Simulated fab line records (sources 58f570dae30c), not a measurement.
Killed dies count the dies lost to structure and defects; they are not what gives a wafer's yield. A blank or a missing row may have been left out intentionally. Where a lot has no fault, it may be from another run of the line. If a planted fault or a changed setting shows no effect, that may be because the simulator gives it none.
Split-lot experiment ; flow berkeleyCmos170 ; route with 331 steps; 5 lots, 23 wafers read

## ON THE SPLIT
At UCB170_M2_SPUTTER_01 (material Al, target thk 900 nm, time 120 s), the setting chamberPressurePa was moved away from the recipe's 0.5 Pa on 15 of the 23 wafers read, by -14.1% to +11.6%. All remaining wafers had this setting at the recipe value.

The split's own step is where the reading is taken.

## THE READING
Al_of_M2_SPUTTER_01.thkNm (the simulator's own value, which no gauge read), in nm, at UCB170_M2_SPUTTER_01 (material Al, target thk 900 nm, time 120 s). The file gives no usual value for it. The 8 wafers here that ran the recipe average 911.0 nm, standard deviation 4 nm.

wafer;tool, chamber at the split;chamberPressurePa as run, Pa;against the recipe;Al_of_M2_SPUTTER_01.thkNm, nm;against lot-mates on the recipe
L077.1;pvdSputter-01, -;0.5;recipe;910.4;-
L077.4;pvdSputter-01, -;0.5;recipe;910.2;-
L077.5;pvdSputter-01, -;0.5;recipe;910.9;-
L078.2;pvdSputter-02, -;0.5582;+11.6%;843.2;no lot-mate on the recipe
L078.3;pvdSputter-02, -;0.5582;+11.6%;863.1;no lot-mate on the recipe
L078.4;pvdSputter-02, -;0.5582;+11.6%;868.2;no lot-mate on the recipe
L078.5;pvdSputter-02, -;0.5582;+11.6%;841;no lot-mate on the recipe
L078.6;pvdSputter-02, -;0.5582;+11.6%;867.6;no lot-mate on the recipe
L085.1;pvdSputter-01, -;0.4294;-14.1%;933.8;no lot-mate on the recipe
L085.3;pvdSputter-01, -;0.4294;-14.1%;941.3;no lot-mate on the recipe
L085.4;pvdSputter-01, -;0.4294;-14.1%;929.8;no lot-mate on the recipe
L085.5;pvdSputter-01, -;0.4294;-14.1%;941.7;no lot-mate on the recipe
L085.6;pvdSputter-01, -;0.4294;-14.1%;927.9;no lot-mate on the recipe
L080.1;pvdSputter-03, -;0.5;recipe;905.5;-
L080.2;pvdSputter-03, -;0.5;recipe;912.9;-
L080.3;pvdSputter-03, -;0.5;recipe;918.5;-
L080.5;pvdSputter-03, -;0.5;recipe;914.1;-
L080.6;pvdSputter-03, -;0.5;recipe;905.9;-
L084.1;pvdSputter-02, -;0.4615;-7.7%;909.4;no lot-mate on the recipe
L084.2;pvdSputter-02, -;0.4615;-7.7%;918.9;no lot-mate on the recipe
L084.3;pvdSputter-02, -;0.4615;-7.7%;917.9;no lot-mate on the recipe
L084.5;pvdSputter-02, -;0.4615;-7.7%;920.4;no lot-mate on the recipe
L084.6;pvdSputter-02, -;0.4615;-7.7%;917.7;no lot-mate on the recipe

THE FIT
A straight line over all 23 wafers: Al_of_M2_SPUTTER_01.thkNm changes by -2.88 nm for each +1% of chamberPressurePa; r = -0.92; the points scatter about the line by 12 nm.
Too few moved wafers with a lot-mate on the recipe to fit a line net of each lot's own level.

## FILE'S OWN FIT
Al_of_M2_SPUTTER_01.thkNm changes by -2.88 nm for each +1% of chamberPressurePa, r = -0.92.
